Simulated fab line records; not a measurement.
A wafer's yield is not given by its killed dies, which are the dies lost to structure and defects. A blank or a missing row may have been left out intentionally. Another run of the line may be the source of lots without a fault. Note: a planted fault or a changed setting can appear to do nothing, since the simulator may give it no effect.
Code-filled problem report in 8D (eight disciplines) form	flow berkeley-cmos170	the parts of the form that need people (team, actions taken, sign-off) are left out

1. WHAT WENT WRONG
Mean NWELL_OXIDE_THK at UCB170_NWELL_THK_MEAS_02: 30.3 nm over 6 wafers in 2 lots; fault-free wafers: 26.2 nm, standard deviation 0.47. That is +8.7 standard deviations from the usual mean.
First observed at day 3 06:22: wafer L360.1, on film-metro-03. At this step, 42 wafers from 14 lots have a number in the record. The rule behind "out" and "out of limits": a value lying over 4 standard deviations away from the usual mean. Any other wafer with a number is counted as sound.

2. WHAT IT IS; WHAT IT IS NOT
question	is	is not
which readings at this step	NWELL_OXIDE_THK	-
which lots	L360, L361	L354, L355, L356, L357, L358, L370, L372, L373, L374, L375, L376, L377
which wafers of those lots	all that have a number	-
read on which gauges	film-metro-03, film-metro-04	film-metro-01
when	from day 3 06:22	up to then (15 sound wafers); but 21 sound wafers of L370, L372, L373, L374, L375, L376, L377 came after

3. THE SUSPECTS, EACH WITH WHAT RULES IT OUT
Counting: a tool at any process step up to the reading remains a suspect when it ran all the lots that are out and ran no sound lot after the first of those.
- the gauge at UCB170_NWELL_THK_MEAS_02: ruled out. The wafers that are out were read on 2 gauges (film-metro-03, film-metro-04).
- furnace-04 at UCB170_NWELL_OXIDATION_01 (target thk 26.4 nm, ox time 1260 s): kept. It processed each lot that is out, first L360 at day 3 05:01, and no sound lot thereafter; up to then, the last sound lot it processed was L357 at day 2 15:03. Out on those wafers are its own readings of spike-tc-centre-C, spike-tc-load-C, spike-tc-source-C, tube-center-temp-C, tube_center_temp_C_max.
Remaining after the count: furnace-04 at UCB170_NWELL_OXIDATION_01.

4. THE CAUSE (what the simulator had put in)
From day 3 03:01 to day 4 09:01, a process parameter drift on furnace-04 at UCB170_NWELL_OXIDATION_01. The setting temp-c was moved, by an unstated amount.
Counting left only this tool.

5. SEQUENCE OF EFFECTS, ordered by route
Each row: a reading where the mean over the struck wafers with a number is more than 3 standard deviations away from the usual. Scope: only readings with a usual standard deviation given in the record; hours: median across lots of the time from each lot's start at the first step in this table that gives one to its start at this step; sigmas: change in usual standard deviations.
hours	step	reading	usual	on struck wafers	change	sigmas
0	UCB170_NWELL_OXIDATION_01	spike-tc-centre-C	1003.3 C	1019.5	+16.2	+14
0	UCB170_NWELL_OXIDATION_01	spike-tc-load-C	1027.2 C	1042.4	+15.2	+5.9
0	UCB170_NWELL_OXIDATION_01	spike-tc-source-C	1028.8 C	1046.1	+17.3	+12
0	UCB170_NWELL_OXIDATION_01	tube-center-temp-C	1000 C	1017	+17	+99 or more
0	UCB170_NWELL_OXIDATION_01	tube_center_temp_C_max	1002.6	1019.8	+17.2	+41
1	UCB170_NWELL_THK_MEAS_02	NWELL_OXIDE_THK	26.2 nm	30.3	+4.1	+8.7
Its process steps:
- UCB170_NWELL_OXIDATION_01: target thk 26.4 nm, ox time 1260 s.
Later measuring or inspecting steps at which every struck wafer that the step has a row for has a number for every such reading, and none has moved that far: UCB170_WELLDRIVE_THK_MEAS_02, UCB170_ACTIVE_THK_MEAS_06, UCB170_NVT_TW_MEAS_09.

6. HOW IT WOULD HAVE BEEN CAUGHT EARLIER
The first out-of-limits reading at a measuring or inspecting step in this record came at day 3 06:22, 3 hours after the fault's start at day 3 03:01.
Tool's own readings at UCB170_NWELL_OXIDATION_01, spike-tc-centre-C, spike-tc-load-C, spike-tc-source-C, tube-center-temp-C, tube_center_temp_C_max: out on all struck wafers the step has rows for; an alarm limit on them would have tripped on the first.
L361, from the lots that are out (2), started UCB170_NWELL_OXIDATION_01 on furnace-04 later than day 3 06:22. Putting the tool on hold at that point would have spared it.
